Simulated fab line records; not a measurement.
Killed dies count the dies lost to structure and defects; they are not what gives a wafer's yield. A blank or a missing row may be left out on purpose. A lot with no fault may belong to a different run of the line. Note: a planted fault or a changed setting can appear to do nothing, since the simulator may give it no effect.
fab line records :: flow ritCmos
record
  lots=6
  wafers=18
  lastDay=7
route steps=202 shown ACTIVE@3 M1@202
lots with no fault: from the same line, run without faults
startH: hours from the record's first day to the start of the lot's first wafer shown :: waitH: hours since the lot's step before :: " identical to the entry in the row above :: L1.1+2: one row covering several wafers at once :: - no value, or no start given :: * or withheld: withheld :: < > ~ a bound
route shown NAME@n: names a module that has steps shown in the file, with the first one's number in the route :: usual: average and standard deviation across the fault-free wafers :: same: alike in all rows :: chamber/n: place in a boat :: sites: readings site by site :: _std_site: the standard deviation of these :: _edge_site: inner sites' mean taken away from outer sites' mean :: radiusMm: how far each site lies from the wafer's centre :: mask NAME#n: copy n :: behind: the most recent tool/chamber to have shaped the wafer :: hold: reason for holding the lot/hours on hold/outcome of the hold :: device: transistor that didn't switch, given as n, p or np :: end of line: tests run on the same wafers once the route is complete :: for a step that has no rows: nothing shown but its recipe :: killed: count of dies lost to structure and defects at first sort (not the wafer's yield) :: map: per-die view of a wafer (x killed, . not killed, _ where there is no die)
set.NAME: the run value of the setting; set.NAME@STEP: its run value at that earlier step :: model.NAME: the simulator's own value behind a step, which no gauge read
lots at selected steps of the route; one table per step, one row per wafer
services: when a tool's chamber went out of use (startH, in hours from the record's first day, below 0 if earlier), for how many hours, and the reason
## steps
# step RIT_ACTIVE_THK_MEAS_02
# recipe
  reads=SiO2_of_ACTIVE_OXIDATION_01
# usual
  ACTIVE_OXIDE_THK=51.3/0.77
lot.wafer: L945.2
tool: filmMetro-01
chamber: -
startH: 33.52
waitH: 0.0
ACTIVE_OXIDE_THK[nm]: 51.7

lot.wafer: L945.3
tool: filmMetro-01
chamber: -
startH: 33.52
waitH: 0.0
ACTIVE_OXIDE_THK[nm]: 51.8

lot.wafer: L945.6
tool: filmMetro-01
chamber: -
startH: 33.52
waitH: 0.0
ACTIVE_OXIDE_THK[nm]: 51.8

lot.wafer: L946.1
tool: filmMetro-04
chamber: -
startH: 37.05
waitH: 0.0
ACTIVE_OXIDE_THK[nm]: 51.5

lot.wafer: L946.2
tool: filmMetro-04
chamber: -
startH: 37.05
waitH: 0.0
ACTIVE_OXIDE_THK[nm]: 51.6

lot.wafer: L946.4
tool: filmMetro-04
chamber: -
startH: 37.05
waitH: 0.0
ACTIVE_OXIDE_THK[nm]: 51.4

lot.wafer: L947.2
tool: filmMetro-01
chamber: -
startH: 43.93
waitH: 0.0
ACTIVE_OXIDE_THK[nm]: 52.9

lot.wafer: L947.5
tool: filmMetro-01
chamber: -
startH: 43.93
waitH: 0.0
ACTIVE_OXIDE_THK[nm]: 52.6

lot.wafer: L947.6
tool: filmMetro-01
chamber: -
startH: 43.93
waitH: 0.0
ACTIVE_OXIDE_THK[nm]: 52.0

lot.wafer: L956.3
tool: filmMetro-01
chamber: -
startH: 90.78
waitH: 0.0
ACTIVE_OXIDE_THK[nm]: 51.4

lot.wafer: L956.4
tool: filmMetro-01
chamber: -
startH: 90.78
waitH: 0.0
ACTIVE_OXIDE_THK[nm]: 51.8

lot.wafer: L956.5
tool: filmMetro-01
chamber: -
startH: 90.78
waitH: 0.0
ACTIVE_OXIDE_THK[nm]: 51.3

lot.wafer: L960.1
tool: filmMetro-03
chamber: -
startH: 107.21
waitH: 0.0
ACTIVE_OXIDE_THK[nm]: 49.8

lot.wafer: L960.4
tool: filmMetro-03
chamber: -
startH: 107.21
waitH: 0.0
ACTIVE_OXIDE_THK[nm]: 49.8

lot.wafer: L960.5
tool: filmMetro-03
chamber: -
startH: 107.21
waitH: 0.0
ACTIVE_OXIDE_THK[nm]: 49.3

lot.wafer: L963.3
tool: filmMetro-04
chamber: -
startH: 122.94
waitH: 0.0
ACTIVE_OXIDE_THK[nm]: 51.8

lot.wafer: L963.4
tool: filmMetro-04
chamber: -
startH: 122.94
waitH: 0.0
ACTIVE_OXIDE_THK[nm]: 52.2

lot.wafer: L963.5
tool: filmMetro-04
chamber: -
startH: 122.94
waitH: 0.0
ACTIVE_OXIDE_THK[nm]: 51.5
# step RIT_ACTIVE_CVD_03
# recipe
  material=Si3N4
  targetThkNm=150
  tempC=810
  precursor=SiH2Cl2/NH3
  timeS=1500
  pressureMtorr=300
  sih2cl2FlowSccm=60
  nh3FlowSccm=150
# step RIT_ACTIVE_THK_MEAS_04
# recipe
  reads=Si3N4_of_ACTIVE_CVD_03
# usual
  ACTIVE_NITRIDE_THK=151.2/1.4
lot.wafer: L945.2
tool: filmMetro-01
chamber: -
startH: 36.37
waitH: 0.0
ACTIVE_NITRIDE_THK[nm]: 152.9

lot.wafer: L945.3
tool: filmMetro-01
chamber: -
startH: 36.37
waitH: 0.0
ACTIVE_NITRIDE_THK[nm]: 153.5

lot.wafer: L945.6
tool: filmMetro-01
chamber: -
startH: 36.37
waitH: 0.0
ACTIVE_NITRIDE_THK[nm]: 153.4

lot.wafer: L946.1
tool: filmMetro-03
chamber: -
startH: 38.67
waitH: 0.0
ACTIVE_NITRIDE_THK[nm]: 149.4

lot.wafer: L946.2
tool: filmMetro-03
chamber: -
startH: 38.67
waitH: 0.0
ACTIVE_NITRIDE_THK[nm]: 149.6

lot.wafer: L946.4
tool: filmMetro-03
chamber: -
startH: 38.67
waitH: 0.0
ACTIVE_NITRIDE_THK[nm]: 149.2

lot.wafer: L947.2
tool: filmMetro-03
chamber: -
startH: 45.90
waitH: 0.0
ACTIVE_NITRIDE_THK[nm]: 153.2

lot.wafer: L947.5
tool: filmMetro-03
chamber: -
startH: 45.90
waitH: 0.0
ACTIVE_NITRIDE_THK[nm]: 153.1

lot.wafer: L947.6
tool: filmMetro-03
chamber: -
startH: 45.90
waitH: 0.0
ACTIVE_NITRIDE_THK[nm]: 153.1

lot.wafer: L956.3
tool: filmMetro-01
chamber: -
startH: 92.25
waitH: 0.0
ACTIVE_NITRIDE_THK[nm]: 153.0

lot.wafer: L956.4
tool: filmMetro-01
chamber: -
startH: 92.25
waitH: 0.0
ACTIVE_NITRIDE_THK[nm]: 151.6

lot.wafer: L956.5
tool: filmMetro-01
chamber: -
startH: 92.25
waitH: 0.0
ACTIVE_NITRIDE_THK[nm]: 152.9

lot.wafer: L960.1
tool: filmMetro-01
chamber: -
startH: 108.68
waitH: 0.0
ACTIVE_NITRIDE_THK[nm]: 151.5

lot.wafer: L960.4
tool: filmMetro-01
chamber: -
startH: 108.68
waitH: 0.0
ACTIVE_NITRIDE_THK[nm]: 153.6

lot.wafer: L960.5
tool: filmMetro-01
chamber: -
startH: 108.68
waitH: 0.0
ACTIVE_NITRIDE_THK[nm]: 152.8

lot.wafer: L963.3
tool: filmMetro-01
chamber: -
startH: 124.42
waitH: 0.0
ACTIVE_NITRIDE_THK[nm]: 151.7

lot.wafer: L963.4
tool: filmMetro-01
chamber: -
startH: 124.42
waitH: 0.0
ACTIVE_NITRIDE_THK[nm]: 151.6

lot.wafer: L963.5
tool: filmMetro-01
chamber: -
startH: 124.42
waitH: 0.0
ACTIVE_NITRIDE_THK[nm]: 153.2
# step RIT_ACTIVE_HMDS_05
# recipe
  primeTimeS=60
  primeTempC=140
# step RIT_ACTIVE_COAT_06
# recipe
  resist=NOVOLAK
  spinRpm=3250
  resistThkNm=1007
# step RIT_ACTIVE_SOFTBAKE_07
# recipe
  resist=NOVOLAK
  tempC=90
  timeS=60
# step RIT_ACTIVE_EXPOSE_08
# recipe
  maskId=M1
  na=0.6
  sourceShape=conventional
  sigmaOuter=0.6
  targetCdNm=1400
  doseMj=225
# step RIT_ACTIVE_PEB_09
# recipe
  resist=NOVOLAK
  tempC=withheld
  timeS=withheld
# step RIT_ACTIVE_DEVELOP_10
# recipe
  resist=NOVOLAK
  developTimeS=50
  devTempC=23
# step RIT_ACTIVE_CD_MEAS_11
# recipe
  targetCdNm=1400
# usual
  cdNm=1399.7/2.4
lot.wafer: L945.2
tool: cdSem-01
chamber: -
startH: 37.29
waitH: -
cdNm: 1401.9

lot.wafer: L945.3
tool: cdSem-01
chamber: -
startH: 37.29
waitH: -
cdNm: 1401.4

lot.wafer: L945.6
tool: cdSem-01
chamber: -
startH: 37.29
waitH: -
cdNm: 1401.5

lot.wafer: L946.1
tool: cdSem-01
chamber: -
startH: 39.71
waitH: -
cdNm: 1402.0

lot.wafer: L946.2
tool: cdSem-01
chamber: -
startH: 39.71
waitH: -
cdNm: 1402.6

lot.wafer: L946.4
tool: cdSem-01
chamber: -
startH: 39.71
waitH: -
cdNm: 1401.7

lot.wafer: L947.2
tool: cdSem-01
chamber: -
startH: 47.05
waitH: -
cdNm: 1401.0

lot.wafer: L947.5
tool: cdSem-01
chamber: -
startH: 47.05
waitH: -
cdNm: 1400.7

lot.wafer: L947.6
tool: cdSem-01
chamber: -
startH: 47.05
waitH: -
cdNm: 1401.4

lot.wafer: L956.3
tool: cdSem-02
chamber: -
startH: 93.31
waitH: -
cdNm: 1399.0

lot.wafer: L956.4
tool: cdSem-02
chamber: -
startH: 93.31
waitH: -
cdNm: 1398.1

lot.wafer: L956.5
tool: cdSem-02
chamber: -
startH: 93.31
waitH: -
cdNm: 1400.6

lot.wafer: L960.1
tool: cdSem-02
chamber: -
startH: 109.74
waitH: -
cdNm: 1399.7

lot.wafer: L960.4
tool: cdSem-02
chamber: -
startH: 109.74
waitH: -
cdNm: 1402.3

lot.wafer: L960.5
tool: cdSem-02
chamber: -
startH: 109.74
waitH: -
cdNm: 1401.3

lot.wafer: L963.3
tool: cdSem-02
chamber: -
startH: 125.35
waitH: -
cdNm: 1402.2

lot.wafer: L963.4
tool: cdSem-02
chamber: -
startH: 125.35
waitH: -
cdNm: 1400.9

lot.wafer: L963.5
tool: cdSem-02
chamber: -
startH: 125.35
waitH: -
cdNm: 1400.0
# step RIT_ACTIVE_HARDBAKE_12
# recipe
  resist=NOVOLAK
  tempC=140
  timeS=60
# step RIT_ACTIVE_ETCH_13
# recipe
  stopOn=SiO2
  chemistry=SF6
  target=Si3N4
  timeS=210
  overEtchFrac=0.4
  SF6_flow_sccm=200
  pressureMtorr=260
  rfW=125
  targetDepthA=2100
# usual
  SF6_flow_sccm=200.1/0.55
  drypumpMotorCurrentA=5.7/0.56
  oesProductAu=0.825/0.011
  throttleValvePct=7.53/0.12
# same
  overEtchFrac=0.4
lot.wafer: L945.2
tool: rieDiel-01
chamber: 0
startH: 37.54
waitH: 0.1
SF6_flow_sccm: 200.5
drypumpMotorCurrentA: 5.2
oesProductAu: 0.839
rfHoursCounterH: 78
throttleValvePct: 7.38

lot.wafer: L945.3
tool: rieDiel-01
chamber: 1
startH: 37.54
waitH: 0.1
SF6_flow_sccm: 200.2
drypumpMotorCurrentA: 5.2
oesProductAu: 0.819
rfHoursCounterH: 99
throttleValvePct: 7.52

lot.wafer: L945.6
tool: rieDiel-01
chamber: 2
startH: 37.54
waitH: 0.1
SF6_flow_sccm: 200.3
drypumpMotorCurrentA: 5.7
oesProductAu: 0.829
rfHoursCounterH: -
throttleValvePct: 7.67

lot.wafer: L946.1
tool: rieDiel-03
chamber: 2
startH: 39.98
waitH: 0.1
SF6_flow_sccm: 199.1
drypumpMotorCurrentA: 6.3
oesProductAu: 0.822
rfHoursCounterH: 53
throttleValvePct: 7.43

lot.wafer: L946.2
tool: rieDiel-03
chamber: 0
startH: 39.98
waitH: 0.1
SF6_flow_sccm: 198.9
drypumpMotorCurrentA: 5.3
oesProductAu: 0.829
rfHoursCounterH: 11
throttleValvePct: 7.64

lot.wafer: L946.4
tool: rieDiel-03
chamber: 1
startH: 39.98
waitH: 0.1
SF6_flow_sccm: 200.9
drypumpMotorCurrentA: 6.5
oesProductAu: 0.796
rfHoursCounterH: 33
throttleValvePct: 7.49

lot.wafer: L947.2
tool: rieDiel-01
chamber: 2
startH: 47.30
waitH: 0.1
SF6_flow_sccm: 200.7
drypumpMotorCurrentA: 5.8
oesProductAu: 0.826
rfHoursCounterH: 105
throttleValvePct: 7.65

lot.wafer: L947.5
tool: rieDiel-01
chamber: 2
startH: 47.30
waitH: 0.1
SF6_flow_sccm: 200.5
drypumpMotorCurrentA: 5.8
oesProductAu: 0.826
rfHoursCounterH: -
throttleValvePct: 7.68

lot.wafer: L947.6
tool: rieDiel-01
chamber: 1
startH: 47.30
waitH: 0.1
SF6_flow_sccm: 201.4
drypumpMotorCurrentA: 5.2
oesProductAu: 0.816
rfHoursCounterH: -
throttleValvePct: 7.55

lot.wafer: L956.3
tool: rieDiel-03
chamber: 3
startH: 93.54
waitH: 0.1
SF6_flow_sccm: 200.9
drypumpMotorCurrentA: 5.0
oesProductAu: 0.829
rfHoursCounterH: 24
throttleValvePct: 7.67

lot.wafer: L956.4
tool: rieDiel-03
chamber: 2
startH: 93.54
waitH: 0.1
SF6_flow_sccm: 200.0
drypumpMotorCurrentA: 6.3
oesProductAu: 0.831
rfHoursCounterH: 54
throttleValvePct: 7.42

lot.wafer: L956.5
tool: rieDiel-03
chamber: 0
startH: 93.54
waitH: 0.1
SF6_flow_sccm: 199.7
drypumpMotorCurrentA: 5.3
oesProductAu: 0.849
rfHoursCounterH: -
throttleValvePct: 7.63

lot.wafer: L960.1
tool: rieDiel-01
chamber: 2
startH: 110.01
waitH: 0.1
SF6_flow_sccm: 200.1
drypumpMotorCurrentA: 5.7
oesProductAu: 0.832
rfHoursCounterH: 107
throttleValvePct: 7.66

lot.wafer: L960.4
tool: rieDiel-01
chamber: 0
startH: 110.01
waitH: 0.1
SF6_flow_sccm: 200.3
drypumpMotorCurrentA: 5.2
oesProductAu: 0.839
rfHoursCounterH: 79
throttleValvePct: 7.40

lot.wafer: L960.5
tool: rieDiel-01
chamber: 1
startH: 110.01
waitH: 0.1
SF6_flow_sccm: 199.5
drypumpMotorCurrentA: 5.2
oesProductAu: 0.815
rfHoursCounterH: -
throttleValvePct: 7.52

lot.wafer: L963.3
tool: rieDiel-03
chamber: 0
startH: 125.58
waitH: 0.1
SF6_flow_sccm: 200.8
drypumpMotorCurrentA: 5.3
oesProductAu: 0.838
rfHoursCounterH: 12
throttleValvePct: 7.63

lot.wafer: L963.4
tool: rieDiel-03
chamber: 3
startH: 125.58
waitH: 0.1
SF6_flow_sccm: 199.0
drypumpMotorCurrentA: 5.0
oesProductAu: 0.824
rfHoursCounterH: 25
throttleValvePct: 7.68

lot.wafer: L963.5
tool: rieDiel-03
chamber: 2
startH: 125.58
waitH: 0.1
SF6_flow_sccm: 200.6
drypumpMotorCurrentA: 6.3
oesProductAu: 0.838
rfHoursCounterH: -
throttleValvePct: 7.43
# step RIT_ACTIVE_STRIP_14
# recipe
  chemistry=O2
  timeS=180
  resist=NOVOLAK
  platenTempC=withheld
  powerW=500
  pressureMtorr=4000
  o2FlowSccm=4000
# usual
  chamberPressureMTorr=4000/3.7
  drypumpMotorCurrentA=5.9/0.32
lot.wafer: L945.2
tool: plasmaAsher-03
chamber: 0
startH: 37.68
waitH: 0.1
chamberPressureMTorr: 4006
drypumpMotorCurrentA: 6.2
rfHoursCounterH: 36
model.NOVOLAK_of_ACTIVE_COAT_06.thkNm: 0

lot.wafer: L945.3
tool: plasmaAsher-03
chamber: 1
startH: 37.68
waitH: 0.1
chamberPressureMTorr: 3997
drypumpMotorCurrentA: 6.1
rfHoursCounterH: -
model.NOVOLAK_of_ACTIVE_COAT_06.thkNm: 0

lot.wafer: L945.6
tool: plasmaAsher-03
chamber: 1
startH: 37.68
waitH: 0.1
chamberPressureMTorr: 3998
drypumpMotorCurrentA: 6.1
rfHoursCounterH: -
model.NOVOLAK_of_ACTIVE_COAT_06.thkNm: 0

lot.wafer: L946.1
tool: plasmaAsher-03
chamber: 0
startH: 40.11
waitH: 0.1
chamberPressureMTorr: -
drypumpMotorCurrentA: -
rfHoursCounterH: -
model.NOVOLAK_of_ACTIVE_COAT_06.thkNm: 668.5

lot.wafer: L946.2
tool: plasmaAsher-03
chamber: 1
startH: 40.11
waitH: 0.1
chamberPressureMTorr: -
drypumpMotorCurrentA: -
rfHoursCounterH: -
model.NOVOLAK_of_ACTIVE_COAT_06.thkNm: 662.4

lot.wafer: L946.4
tool: plasmaAsher-03
chamber: 1
startH: 40.11
waitH: 0.1
chamberPressureMTorr: -
drypumpMotorCurrentA: -
rfHoursCounterH: -
model.NOVOLAK_of_ACTIVE_COAT_06.thkNm: 664.9

lot.wafer: L947.2
tool: plasmaAsher-04
chamber: 1
startH: 47.43
waitH: 0.1
chamberPressureMTorr: -
drypumpMotorCurrentA: -
rfHoursCounterH: -
model.NOVOLAK_of_ACTIVE_COAT_06.thkNm: 658.8

lot.wafer: L947.5
tool: plasmaAsher-04
chamber: 0
startH: 47.43
waitH: 0.1
chamberPressureMTorr: -
drypumpMotorCurrentA: -
rfHoursCounterH: -
model.NOVOLAK_of_ACTIVE_COAT_06.thkNm: 659.4

lot.wafer: L947.6
tool: plasmaAsher-04
chamber: 1
startH: 47.43
waitH: 0.1
chamberPressureMTorr: -
drypumpMotorCurrentA: -
rfHoursCounterH: -
model.NOVOLAK_of_ACTIVE_COAT_06.thkNm: 659.8

lot.wafer: L956.3
tool: plasmaAsher-01
chamber: 1
startH: 93.73
waitH: 0.1
chamberPressureMTorr: 4003
drypumpMotorCurrentA: 5.7
rfHoursCounterH: -
model.NOVOLAK_of_ACTIVE_COAT_06.thkNm: 0

lot.wafer: L956.4
tool: plasmaAsher-01
chamber: 0
startH: 93.73
waitH: 0.1
chamberPressureMTorr: 3998
drypumpMotorCurrentA: 5.7
rfHoursCounterH: -
model.NOVOLAK_of_ACTIVE_COAT_06.thkNm: 0

lot.wafer: L956.5
tool: plasmaAsher-01
chamber: 0
startH: 93.73
waitH: 0.1
chamberPressureMTorr: 4002
drypumpMotorCurrentA: 5.7
rfHoursCounterH: -
model.NOVOLAK_of_ACTIVE_COAT_06.thkNm: 0

lot.wafer: L960.1
tool: plasmaAsher-03
chamber: 0
startH: 110.14
waitH: 0.1
chamberPressureMTorr: 3999
drypumpMotorCurrentA: 6.1
rfHoursCounterH: 44
model.NOVOLAK_of_ACTIVE_COAT_06.thkNm: 0

lot.wafer: L960.4
tool: plasmaAsher-03
chamber: 1
startH: 110.14
waitH: 0.1
chamberPressureMTorr: 4001
drypumpMotorCurrentA: 6.1
rfHoursCounterH: -
model.NOVOLAK_of_ACTIVE_COAT_06.thkNm: 0

lot.wafer: L960.5
tool: plasmaAsher-03
chamber: 0
startH: 110.14
waitH: 0.1
chamberPressureMTorr: 4009
drypumpMotorCurrentA: 6.2
rfHoursCounterH: -
model.NOVOLAK_of_ACTIVE_COAT_06.thkNm: 0

lot.wafer: L963.3
tool: plasmaAsher-03
chamber: 1
startH: 125.77
waitH: 0.1
chamberPressureMTorr: 4004
drypumpMotorCurrentA: 6.1
rfHoursCounterH: -
model.NOVOLAK_of_ACTIVE_COAT_06.thkNm: 0

lot.wafer: L963.4
tool: plasmaAsher-03
chamber: 0
startH: 125.77
waitH: 0.1
chamberPressureMTorr: 4001
drypumpMotorCurrentA: 6.2
rfHoursCounterH: -
model.NOVOLAK_of_ACTIVE_COAT_06.thkNm: 0

lot.wafer: L963.5
tool: plasmaAsher-03
chamber: 1
startH: 125.77
waitH: 0.1
chamberPressureMTorr: 3997
drypumpMotorCurrentA: 6.1
rfHoursCounterH: -
model.NOVOLAK_of_ACTIVE_COAT_06.thkNm: 0
# step RIT_ACTIVE_CD_MEAS_90
# recipe
  targetCdNm=1400
# usual
  cdNm=1399.6/2.4
lot.wafer: L945.2
tool: cdSem-01
chamber: -
startH: 37.87
waitH: 0.1
cdNm: 1402.1

lot.wafer: L945.3
tool: cdSem-01
chamber: -
startH: 37.87
waitH: 0.1
cdNm: 1401.6

lot.wafer: L945.6
tool: cdSem-01
chamber: -
startH: 37.87
waitH: 0.1
cdNm: 1401.6

lot.wafer: L946.1
tool: cdSem-02
chamber: -
startH: 40.29
waitH: 0.1
cdNm: 1402.3

lot.wafer: L946.2
tool: cdSem-02
chamber: -
startH: 40.29
waitH: 0.1
cdNm: 1402.5

lot.wafer: L946.4
tool: cdSem-02
chamber: -
startH: 40.29
waitH: 0.1
cdNm: 1401.4

lot.wafer: L947.2
tool: cdSem-02
chamber: -
startH: 47.63
waitH: 0.1
cdNm: 1400.6

lot.wafer: L947.5
tool: cdSem-02
chamber: -
startH: 47.63
waitH: 0.1
cdNm: 1400.8

lot.wafer: L947.6
tool: cdSem-02
chamber: -
startH: 47.63
waitH: 0.1
cdNm: 1401.5

lot.wafer: L956.3
tool: cdSem-02
chamber: -
startH: 93.89
waitH: 0.1
cdNm: 1399.4

lot.wafer: L956.4
tool: cdSem-02
chamber: -
startH: 93.89
waitH: 0.1
cdNm: 1398.2

lot.wafer: L956.5
tool: cdSem-02
chamber: -
startH: 93.89
waitH: 0.1
cdNm: 1400.2

lot.wafer: L960.1
tool: cdSem-01
chamber: -
startH: 110.32
waitH: 0.1
cdNm: 1399.9

lot.wafer: L960.4
tool: cdSem-01
chamber: -
startH: 110.32
waitH: 0.1
cdNm: 1402.1

lot.wafer: L960.5
tool: cdSem-01
chamber: -
startH: 110.32
waitH: 0.1
cdNm: 1401.7

lot.wafer: L963.3
tool: cdSem-02
chamber: -
startH: 125.93
waitH: 0.1
cdNm: 1402.2

lot.wafer: L963.4
tool: cdSem-02
chamber: -
startH: 125.93
waitH: 0.1
cdNm: 1400.8

lot.wafer: L963.5
tool: cdSem-02
chamber: -
startH: 125.93
waitH: 0.1
cdNm: 1400.1
# step RIT_M1_PROBE_99
# usual
  killedAtFrontEnd=7/3.4
  killedDies=7/3.4
  killedOnRim=1.8/1.3
  killedOpen=3.7/2.2
  killedShort=3.6/2.2
# same
  grossDies=264
  killed_at_M0_to_M3=0
  killed_at_M4_up=0
  killedAtBackSide=0
  killedAtContacts=0
  killedAtOther=0
lot.wafer: L945.2
tool: prober-02
chamber: -
startH: 81.78
waitH: 0.1
killedAtFrontEnd: 11
killedDies: 11
killedOnRim: 2
killedOpen: 4
killedShort: 7

lot.wafer: L945.3
tool: prober-02
chamber: -
startH: 81.83
waitH: 0.2
killedAtFrontEnd: 12
killedDies: 12
killedOnRim: 1
killedOpen: 4
killedShort: 8

lot.wafer: L945.6
tool: prober-02
chamber: -
startH: 81.98
waitH: 0.2
killedAtFrontEnd: 4
killedDies: 4
killedOnRim: 1
killedOpen: 0
killedShort: 4

lot.wafer: L946.1
tool: prober-01
chamber: -
startH: 87.17
waitH: 0.1
killedAtFrontEnd: 264
killedDies: 264
killedOnRim: 70
killedOpen: 4
killedShort: 0

lot.wafer: L946.2
tool: prober-01
chamber: -
startH: 87.22
waitH: 0.1
killedAtFrontEnd: 264
killedDies: 264
killedOnRim: 70
killedOpen: 4
killedShort: 2

lot.wafer: L946.4
tool: prober-01
chamber: -
startH: 87.32
waitH: 0.2
killedAtFrontEnd: 264
killedDies: 264
killedOnRim: 70
killedOpen: 1
killedShort: 0

lot.wafer: L947.2
tool: prober-02
chamber: -
startH: 92.57
waitH: 0.1
killedAtFrontEnd: 264
killedDies: 264
killedOnRim: 70
killedOpen: 3
killedShort: 4

lot.wafer: L947.5
tool: prober-02
chamber: -
startH: 92.72
waitH: 0.2
killedAtFrontEnd: 264
killedDies: 264
killedOnRim: 70
killedOpen: 2
killedShort: 6

lot.wafer: L947.6
tool: prober-02
chamber: -
startH: 92.77
waitH: 0.2
killedAtFrontEnd: 264
killedDies: 264
killedOnRim: 70
killedOpen: 5
killedShort: 4

lot.wafer: L956.3
tool: prober-01
chamber: -
startH: 144.51
waitH: 0.2
killedAtFrontEnd: 9
killedDies: 9
killedOnRim: 2
killedOpen: 5
killedShort: 4

lot.wafer: L956.4
tool: prober-01
chamber: -
startH: 144.56
waitH: 0.2
killedAtFrontEnd: 4
killedDies: 4
killedOnRim: 0
killedOpen: 3
killedShort: 1

lot.wafer: L956.5
tool: prober-01
chamber: -
startH: 144.61
waitH: 0.2
killedAtFrontEnd: 15
killedDies: 15
killedOnRim: 4
killedOpen: 5
killedShort: 10
# killed by level:class
L945.2 SPACER:geometricParticle:short=3 GATE:geometricParticle:short=2 REOX:geometricParticle:open=2 GATE:geometricParticle:open=1 REOX:geometricParticle:short=1 SILICIDE:geometricParticle:short=1 SILICIDE:geometricParticle:open=1
L945.3 GATE:geometricParticle:short=5 REOX:geometricParticle:open=3 SPACER:geometricParticle:short=2 FOX1:geometricParticle:short=1 SPACER:geometricParticle:open=1
L945.6 SPACER:geometricParticle:short=2 SILICIDE:geometricParticle:short=2
L946.1 FOX1:areaOxidation=260 GATE:geometricParticle:open=2 FOX1:geometricParticle:open=1 REOX:geometricParticle:open=1
L946.2 FOX1:areaOxidation=258 FOX1:geometricParticle:open=1 FOX1:geometricParticle:short=1 SILICIDE:geometricParticle:open=1 FOX2:geometricParticle:open=1 GATE:geometricParticle:open=1 GATE:geometricParticle:short=1
L946.4 FOX1:areaOxidation=263 FOX1:geometricParticle:open=1
L947.2 FOX1:areaOxidation=257 FOX1:geometricParticle:open=1 FOX2:geometricParticle:short=1 GATE:geometricParticle:short=1 REOX:geometricParticle:short=1 REOX:geometricParticle:open=1 SILICIDE:geometricParticle:short=1 SILICIDE:geometricParticle:open=1
L947.5 FOX1:areaOxidation=256 GATE:geometricParticle:short=3 REOX:geometricParticle:short=2 FOX1:geometricParticle:open=1 GATE:geometricParticle:open=1 SPACER:geometricParticle:short=1
L947.6 FOX1:areaOxidation=255 GATE:geometricParticle:open=5 GATE:geometricParticle:short=2 SILICIDE:geometricParticle:short=2
L956.3 FOX2:geometricParticle:open=3 GATE:geometricParticle:short=2 SILICIDE:geometricParticle:open=2 REOX:geometricParticle:short=1 SILICIDE:geometricParticle:short=1
L956.4 FOX2:geometricParticle:open=1 GATE:geometricParticle:open=1 GATE:geometricParticle:short=1 REOX:geometricParticle:open=1
L956.5 GATE:geometricParticle:short=5 SILICIDE:geometricParticle:short=4 GATE:geometricParticle:open=2 REOX:geometricParticle:open=2 REOX:geometricParticle:short=1 SILICIDE:geometricParticle:open=1
# map L946.1 (x killed, . not)
________xxxxxxx_______
_____xxxxxxxxxxxxx____
____xxxxxxxxxxxxxxx___
___xxxxxxxxxxxxxxxxx__
__xxxxxxxxxxxxxxxxxxx_
__xxxxxxxxxxxxxxxxxxx_
_xxxxxxxxxxxxxxxxxxxxx
_xxxxxxxxxxxxxxxxxxxxx
_xxxxxxxxxxxxxxxxxxxxx
_xxxxxxxxxxxxxxxxxxxxx
__xxxxxxxxxxxxxxxxxxx_
__xxxxxxxxxxxxxxxxxxx_
___xxxxxxxxxxxxxxxxx__
____xxxxxxxxxxxxxxx___
_____xxxxxxxxxxxxx____
________xxxxxxx_______
# map L947.2 (x killed, . not)
________xxxxxxx_______
_____xxxxxxxxxxxxx____
____xxxxxxxxxxxxxxx___
___xxxxxxxxxxxxxxxxx__
__xxxxxxxxxxxxxxxxxxx_
__xxxxxxxxxxxxxxxxxxx_
_xxxxxxxxxxxxxxxxxxxxx
_xxxxxxxxxxxxxxxxxxxxx
_xxxxxxxxxxxxxxxxxxxxx
_xxxxxxxxxxxxxxxxxxxxx
__xxxxxxxxxxxxxxxxxxx_
__xxxxxxxxxxxxxxxxxxx_
___xxxxxxxxxxxxxxxxx__
____xxxxxxxxxxxxxxx___
_____xxxxxxxxxxxxx____
________xxxxxxx_______
## services
tool: plasmaAsher-03
chamber: -
startH: 23.76
hours: 2.9
kind: repair

tool: rieDiel-01
chamber: 3
startH: 46.11
hours: 3.0
kind: repair

tool: rieDiel-03
chamber: 1
startH: 82.20
hours: 9.4
kind: repair

tool: plasmaAsher-04
chamber: -
startH: 108.84
hours: 9.0
kind: pm

tool: plasmaAsher-04
chamber: 0
startH: 108.84
hours: 9.0
kind: ventCycle

tool: plasmaAsher-04
chamber: 1
startH: 108.84
hours: 9.0
kind: ventCycle

tool: plasmaAsher-04
chamber: 0
startH: 117.84
hours: -
kind: clean

tool: plasmaAsher-04
chamber: 1
startH: 117.84
hours: -
kind: clean
## key
firstSign
  step=RIT_ACTIVE_STRIP_14
  reading=toolRecord
  direction=missing
effect
  step=RIT_M1_PROBE_99
  reading=killedAtFrontEnd
  direction=up
  sigmas=75
  usual=7
  struck=264
modelEffect
  step=RIT_ACTIVE_STRIP_14
  value=NOVOLAK_of_ACTIVE_COAT_06.thkNm
  without=0
  struck=662.3
moreKillsBornAt
  RIT_FOX1_OXIDATION_00@furnace-04=781
  RIT_FOX1_OXIDATION_00@furnace-03=768
metAt RIT_ACTIVE_STRIP_14
struckWafers L946.1,L946.2,L946.4,L947.2,L947.5,L947.6
laterRowsLeftOut L946.1,L946.2,L946.4,L947.2,L947.5,L947.6
testerLeftOut L946,L947
onsetBetween 37.68 40.11
fault
  kind=skippedStepWhole
  tool=plasmaAsher-03,plasmaAsher-04
  chamber=-
  onsetH=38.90
  steps=RIT_ACTIVE_STRIP_14
  scope=struckLotsOnly
# testerLeftOut: of these lots the tester's yield and bins aren't shown, on N5 and GAA mostly nor the transistor test; their killed dies are dies lost to structure and defects alone, not to doping, threshold or leakage, so they don't give the yield
# laterRowsLeftOut: the simulator's readings of these wafers behind a module that went badly wrong aren't trusted and aren't shown, but for the sort
